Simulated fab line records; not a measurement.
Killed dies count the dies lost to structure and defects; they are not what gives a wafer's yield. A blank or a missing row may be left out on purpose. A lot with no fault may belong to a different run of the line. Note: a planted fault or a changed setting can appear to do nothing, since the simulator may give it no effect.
Matching of chambers || flow berkeleyCmos170 || 4 sister chambers for UCB170_V2_CMP_02 on cmp-01
The step polishes SiO2. 8 wafers are shown with their chamber, then 7 later ones without.

EACH WAFER AND ITS CHAMBER
{"wafer": "L873.1", "chamber": 3, "motorCurrentA (A)": 21.0}
{"wafer": "L873.2", "chamber": 0, "motorCurrentA (A)": 16.9}
{"wafer": "L873.5", "chamber": 2, "motorCurrentA (A)": 17.2}
{"wafer": "L876.1", "chamber": 2, "motorCurrentA (A)": 16.5}
{"wafer": "L876.5", "chamber": 0, "motorCurrentA (A)": 16.9}
{"wafer": "L876.6", "chamber": 1, "motorCurrentA (A)": 14.4}
{"wafer": "L883.2", "chamber": 3, "motorCurrentA (A)": 21.1}
{"wafer": "L883.4", "chamber": 1, "motorCurrentA (A)": 14.5}

WAFERS MISSING THEIR CHAMBER
{"wafer": "L883.6", "motorCurrentA (A)": 16.7}
{"wafer": "L886.2", "motorCurrentA (A)": 19.0}
{"wafer": "L886.4", "motorCurrentA (A)": 14.8}
{"wafer": "L886.6", "motorCurrentA (A)": 14.5}
{"wafer": "L889.1", "motorCurrentA (A)": 13.8}
{"wafer": "L889.3", "motorCurrentA (A)": 19.1}
{"wafer": "L889.5", "motorCurrentA (A)": 13.3}

EACH ONE'S CHAMBER
{"wafer": "L883.6", "from the rows above": "can't be placed: 2 or 0", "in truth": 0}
{"wafer": "L886.2", "from the rows above": "can't be placed: 3 or 0 or 2", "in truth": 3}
{"wafer": "L886.4", "from the rows above": 1, "in truth": 1}
{"wafer": "L886.6", "from the rows above": 1, "in truth": 1}
{"wafer": "L889.1", "from the rows above": 1, "in truth": 1}
{"wafer": "L889.3", "from the rows above": "can't be placed: 3 or 0 or 2", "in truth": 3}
{"wafer": "L889.5", "from the rows above": 1, "in truth": 1}
4 of 7 placed correctly. Not placeable from these rows: 3 (in 3, the candidates include the true chamber). Number placed wrongly: 0.
How it was worked out, from the rows above alone: a wafer's distance from a chamber is the root of the sum, over the readings, of the square of ((its reading less the chamber's mean) divided by the reading's scatter). The wafer belongs to the nearest chamber; if the next one is less than 2 further off, it can't be placed. The mean given for a chamber averages the wafers shown for that chamber. The scatter: the root of (the sum of the squares of (reading less its chamber's mean) over the shown wafers, divided by (wafers less chambers)).
